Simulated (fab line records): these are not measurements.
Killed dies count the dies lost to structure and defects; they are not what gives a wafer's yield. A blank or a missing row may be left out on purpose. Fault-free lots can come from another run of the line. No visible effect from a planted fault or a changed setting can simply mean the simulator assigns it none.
Which tool was responsible? || flow ritCmos || 21 wafers from 7 lots sampled at 2 of the route's 202 steps

== WHAT EACH GAUGE READ, for each wafer ==
RIT_SDANNEAL_RS_MEAS_05: the measuring method here is four-point-probe.
{"lot": "L432", "measured": "day 3 16:53", "on": "filmMetro-01", "NSD_RS (ohm/sq)": "85.58 85.46 85.61"}
{"lot": "L436", "measured": "day 4 10:53", "on": "filmMetro-04", "NSD_RS (ohm/sq)": "85.60 85.33 85.70"}
{"lot": "L443", "measured": "day 6 00:01", "on": "filmMetro-04", "NSD_RS (ohm/sq)": "84.59 84.63 84.73"}
{"lot": "L446", "measured": "day 6 12:53", "on": "filmMetro-01", "NSD_RS (ohm/sq)": "84.51 84.40 84.37"}
{"lot": "L448", "measured": "day 7 05:05", "on": "filmMetro-04", "NSD_RS (ohm/sq)": "84.77 84.93 84.74"}
{"lot": "L450", "measured": "day 7 15:44", "on": "filmMetro-04", "NSD_RS (ohm/sq)": "84.17 84.63 84.54"}
{"lot": "L452", "measured": "day 8 07:48", "on": "filmMetro-04", "NSD_RS (ohm/sq)": "84.28 84.54 84.51"}

== WHICH TOOL RAN EACH LOT (tool, then ch and the chambers of the sampled wafers, then the start) ==
{"lot": "L432", "RIT_NSD_IMPLANT_08": "implanter-03 ch 0, day 3 14:14"}
{"lot": "L436", "RIT_NSD_IMPLANT_08": "implanter-03 ch 0, day 4 08:20"}
{"lot": "L443", "RIT_NSD_IMPLANT_08": "implanter-01 ch 0, day 5 21:34"}
{"lot": "L446", "RIT_NSD_IMPLANT_08": "implanter-04 ch 0, day 6 10:32"}
{"lot": "L448", "RIT_NSD_IMPLANT_08": "implanter-01 ch 0, day 7 02:44"}
{"lot": "L450", "RIT_NSD_IMPLANT_08": "implanter-03 ch 0, day 7 13:19"}
{"lot": "L452", "RIT_NSD_IMPLANT_08": "implanter-03 ch 0, day 8 05:28"}
- RIT_NSD_IMPLANT_08

== THE ANSWER, worked out from the rows above alone ==
Rule: the lots themselves supply what counts as usual. The widest of any qualifying gaps counts: lots, ordered by their means at a reading, are off when they make up no more than a third of the lots, leave a main group of 4 or more, and stand apart from it by 3 or more times the standard deviation of that group's means. Not used: any main group whose means are identical at the precision the tables above print for the reading. Also off: a lot with no number at a reading for which 4 or more lots have one. The other lots that the step has rows for count as sound.
Off: L432, L436, seen at RIT_SDANNEAL_RS_MEAS_05 (NSD_RS). The main group: mean 84.56 ohm/sq, standard deviation 0.15.
If a tool, at a process step before that reading, ran all the lots that are off and no sound lot after the first of them, it fits. The gauges at RIT_SDANNEAL_RS_MEAS_05 are tried like those tools. Not one of the candidates tried fits.

== WHAT WAS PUT IN BY THE SIMULATOR ==
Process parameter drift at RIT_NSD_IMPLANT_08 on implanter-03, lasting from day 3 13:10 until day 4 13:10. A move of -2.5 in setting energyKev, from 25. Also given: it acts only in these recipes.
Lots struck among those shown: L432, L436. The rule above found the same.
